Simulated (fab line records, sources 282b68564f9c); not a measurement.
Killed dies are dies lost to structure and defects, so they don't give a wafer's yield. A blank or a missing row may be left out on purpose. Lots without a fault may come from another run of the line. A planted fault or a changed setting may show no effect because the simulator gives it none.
One fault seen from 2 desks | flow rit_cmos | each desk has only its own numbers; what lay behind them comes last

THE TOOL OWNER'S DESK: implanter-02
The tool's own readings at RIT_PRETRO_IMPLANT_08: means of the sampled wafers that have a number, for each lot that ran on this tool. A lot is out of limits, marked OUT, if its mean lies more than 4 standard deviations from the usual mean; the brackets give that distance.
Columns: A = dose_ions_cm2 at RIT_PRETRO_IMPLANT_08, usual 1.2003e+13; B = faraday_current_uA at RIT_PRETRO_IMPLANT_08, usual 38.1
lot  | first seen here | A                            | B
L273 | day 2 10:17     | 1.2015e+13                   | 39.4
L274 | day 2 14:26     | 1.1997e+13                   | 38.0
L276 | day 3 05:36     | 8.0523e+12 (-99 or more) OUT | 25.5 (-16) OUT
L278 | day 3 14:16     | 8.0513e+12 (-99 or more) OUT | 24.6 (-17) OUT
L295 | day 7 02:31     | 1.2004e+13                   | 38.6
This desk's finding: out of limits on L276, L278; first on L276, day 3 05:36 (dose_ions_cm2 at RIT_PRETRO_IMPLANT_08). In limits: L273, L274, L295.

THE METROLOGY DESK
What the gauges read, lot by lot, whatever tool the lot ran on: means of the sampled wafers that have a number. A lot is out of limits, marked OUT, if its mean lies more than 4 standard deviations from the usual mean; the brackets give that distance.
Columns: A = ACTIVE_OXIDE_THK at RIT_ACTIVE_THK_MEAS_02, usual 47.9 nm; B = FIELD_OXIDE_LEFT_1_THK at RIT_FOX2_THK_MEAS_90, usual 322 nm; C = PRETRO_TW at RIT_PRETRO_TW_MEAS_10, usual 475; D = NLDD_OVL at RIT_NLDD_OVL_MEAS_06, usual 0.6 nm
lot  | first seen here | A    | B   | C              | D
L273 | day 1 13:28     | 47.8 | 317 | 472            | 0.5
L274 | day 1 17:04     | 47.6 | 336 | 467            | 0.2
L276 | day 2 03:27     | 48.4 | 316 | 421 (-9.9) OUT | 0.8
L278 | day 2 13:22     | 47.7 | 317 | 410 (-12) OUT  | -0.5
L280 | day 2 23:21     | 48.9 | 324 | 475            | 0.8
L281 | day 3 04:04     | 47.6 | 317 | 477            | 0.5
L282 | day 3 09:28     | 48.8 | 326 | 479            | 1.2
L286 | day 4 06:32     | 48.0 | 324 | 474            | -0.1
L287 | day 4 10:28     | 47.5 | 324 | 481            | 0.7
L290 | day 5 01:11     | 47.3 | 323 | 476            | -0.5
L293 | day 5 17:07     | 47.4 | 323 | 481            | 1.1
L294 | day 5 21:23     | 48.2 | 332 | 482            | 0.8
L295 | day 6 02:56     | 47.9 | 324 | 471            | 1.0
L296 | day 6 08:32     | 46.7 | 329 | 475            | 1.2
This desk's finding: out of limits on L276, L278; first on L276, day 3 05:56 (PRETRO_TW at RIT_PRETRO_TW_MEAS_10). In limits: L273, L274, L280, L281, L282, L286, L287, L290, L293, L294, L295, L296.

PUT TOGETHER
The tool owner's desk could have raised an alarm at day 3 05:36, on L276, L278.
The metrology desk could have raised an alarm at day 3 05:56, on L276, L278.
Of the lots named, all ran RIT_PRETRO_IMPLANT_08 on implanter-02.

WHAT THE SIMULATOR HAD PUT IN
Process parameter drift: implanter-02, from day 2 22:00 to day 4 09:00, at RIT_PRETRO_IMPLANT_08. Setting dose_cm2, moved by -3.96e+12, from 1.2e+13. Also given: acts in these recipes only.
Lots struck among those shown: L276, L278.
Hours from the fault's start to each desk's first reading out of limits: the tool owner's desk, 8; the metrology desk, 8.
